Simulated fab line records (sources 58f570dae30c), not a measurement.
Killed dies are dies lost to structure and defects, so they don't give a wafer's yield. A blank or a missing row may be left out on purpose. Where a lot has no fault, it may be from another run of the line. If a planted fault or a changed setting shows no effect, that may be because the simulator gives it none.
Split-lot trial    flow berkeley_cmos170    on a route of 331 steps: 5 lots, 23 wafers read

THE SPLIT
At UCB170_NSD_IMPLANT_08, the setting dose_cm2 was moved away from the recipe's 3e+15 on 7 of the 23 wafers read, by -4.2% to +4.0%. For the rest of the wafers, this setting stayed at what the recipe calls for.

FROM THE SPLIT TO THE READING: what the file shows between them, 7 steps
- UCB170_NSD_STRIP_09: strips in O2
- UCB170_BACKSIDE_COAT_01: resist thk 900 nm (also split here: spin_rpm)
- UCB170_BACKSIDE_SOFTBAKE_02: time 60 s
- UCB170_BACKSIDE_STRIP_03: strips in O2
- UCB170_BACKSIDE_CLEAN_04: cleans in SPM, time 600 s
- UCB170_SDANNEAL_RTA_00: time 10 s
- UCB170_SDANNEAL_RTA_01: time 5 s

THE READING
NSD_RS in ohm/sq, measured at UCB170_SDANNEAL_RS_MEAS_03 by four-point-probe. On this fab line, fault-free wafers typically give 37.23 ohm/sq with a standard deviation of 0.071 ohm/sq.

wafer   tool, chamber at the split  dose_cm2 as run  against the recipe  NSD_RS, ohm/sq  against lot-mates on the recipe
L074.1  implanter-03, 0             2.875e+15        -4.2%               37.86           +0.65
L074.2  implanter-03, 0             2.875e+15        -4.2%               37.89           +0.68
L074.3  implanter-03, 0             3e+15            recipe              37.19           -
L074.4  implanter-03, 0             3e+15            recipe              37.20           -
L074.6  implanter-03, 0             3e+15            recipe              37.25           -
L076.1  implanter-02, 0             2.928e+15        -2.4%               37.54           +0.32
L076.2  implanter-02, 0             2.928e+15        -2.4%               37.56           +0.34
L076.3  implanter-02, 0             3e+15            recipe              37.25           -
L076.4  implanter-02, 0             3e+15            recipe              37.19           -
L076.6  implanter-02, 0             2.928e+15        -2.4%               37.66           +0.44
L080.1  implanter-03, 0             3.119e+15        +4.0%               36.54           -0.65
L080.3  implanter-03, 0             3e+15            recipe              37.18           -
L080.4  implanter-03, 0             3.119e+15        +4.0%               36.49           -0.70
L080.5  implanter-03, 0             3e+15            recipe              37.18           -
L080.6  implanter-03, 0             3e+15            recipe              37.21           -
L079.1  implanter-04, 0             3e+15            recipe              37.25           -
L079.3  implanter-04, 0             3e+15            recipe              37.27           -
L079.4  implanter-04, 0             3e+15            recipe              37.08           -
L079.5  implanter-04, 0             3e+15            recipe              37.09           -
L079.6  implanter-04, 0             3e+15            recipe              37.24           -
L082.1  implanter-02, 0             3e+15            recipe              37.24           -
L082.3  implanter-02, 0             3e+15            recipe              37.27           -
L082.4  implanter-02, 0             3e+15            recipe              37.19           -

FIT RESULTS
A straight line over all 23 wafers: NSD_RS changes by -0.166 ohm/sq for each +1% of dose_cm2; r = -0.99; the points scatter about the line by 0.054 ohm/sq.
The same after taking each lot's own level away (the mean of its wafers on the recipe; 23 wafers): -0.162 ohm/sq for each +1%; r = -0.99; scatter 0.051 ohm/sq.
That fit puts the effect of the largest move of dose_cm2 on the reading at 0.68 ohm/sq.
Across the lots, their own levels run from 37.186 to 37.233 ohm/sq, a range of 0.7 times the standard deviation given above.
So the lot-to-lot level changes the slope little: the two slopes agree.
Check: for one of the wafers moved furthest among these (-4.2%), held out of the fit, the line's prediction against its lot-mates is +0.677 ohm/sq. It came out at +0.647 ohm/sq against them.

OTHER SPLITS APPLIED TO THESE WAFERS
These wafers also went through other splits before the reading. Each is held against what the fit with the lots' levels taken away leaves over:
other split on the same wafers    wafers away from the commonest value  r with NSD_RS (lot level and that fit taken away)
UCB170_BACKSIDE_COAT_01 spin_rpm  5                                     +0.01

THE WHOLE CHAIN: every reading that the file lists as answering this split, in the file's order
step                        what it does                  reading                   change (the file's fit)               r (the file's)
UCB170_NSD_STRIP_09         strips in O2                  strip_time_to_endpoint_s  withheld for each +1% of the setting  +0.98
UCB170_SDANNEAL_RS_MEAS_03  measures by four-point-probe  NSD_RS                    -0.163 for each +1% of the setting    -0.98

FILE'S OWN FIT
NSD_RS changes by -0.163 ohm/sq for each +1% of dose_cm2, r = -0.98.
